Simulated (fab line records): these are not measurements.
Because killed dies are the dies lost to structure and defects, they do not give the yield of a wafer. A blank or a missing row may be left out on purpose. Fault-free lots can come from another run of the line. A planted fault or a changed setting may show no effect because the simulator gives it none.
Matching of chambers / flow berkeley-cmos170 / rie-diel-03 running UCB170_ZERO_ETCH_06: 4 sister chambers
The step etches SiO2 in CHF3/CF4/Ar, time 12 s. 4 wafers are shown with their chamber, then 7 later ones without.

== EACH WAFER AND ITS CHAMBER ==
wafer=L372.1; chamber=2; drypump-motor-current-A (A)=6.0
wafer=L372.2; chamber=3; drypump-motor-current-A (A)=5.1
wafer=L377.1; chamber=0; drypump-motor-current-A (A)=6.8
wafer=L377.2; chamber=1; drypump-motor-current-A (A)=5.7

== WAFERS WITHOUT THEIR CHAMBER ==
wafer=L377.3; drypump-motor-current-A (A)=5.2
wafer=L379.1; drypump-motor-current-A (A)=5.1
wafer=L379.2; drypump-motor-current-A (A)=5.7
wafer=L379.5; drypump-motor-current-A (A)=5.1
wafer=L385.1; drypump-motor-current-A (A)=6.0
wafer=L385.4; drypump-motor-current-A (A)=5.1
wafer=L385.5; drypump-motor-current-A (A)=6.7

== CHAMBER TAKEN BY EACH ==
wafer=L377.3; from the rows above=3; in truth=3
wafer=L379.1; from the rows above=3; in truth=3
wafer=L379.2; from the rows above=1; in truth=1
wafer=L379.5; from the rows above=3; in truth=3
wafer=L385.1; from the rows above=2; in truth=2
wafer=L385.4; from the rows above=3; in truth=3
wafer=L385.5; from the rows above=0; in truth=0
7 of 7 placed correctly. From these rows, 0 cannot be placed. Wrongly placed: 0.
How it was worked out, from the rows above alone: a wafer's distance from a chamber is the root of the sum, over the readings, of the square of ((its reading less the chamber's mean) divided by the reading's scatter). If the next closest chamber is less than 2 further off than the closest, the wafer can't be placed; otherwise it belongs to the closest. For every chamber, the mean is computed from those of its wafers that are shown. The scatter: with one shown wafer a chamber, the root of the mean of the squares of how far each hidden wafer lies from its nearest shown one.
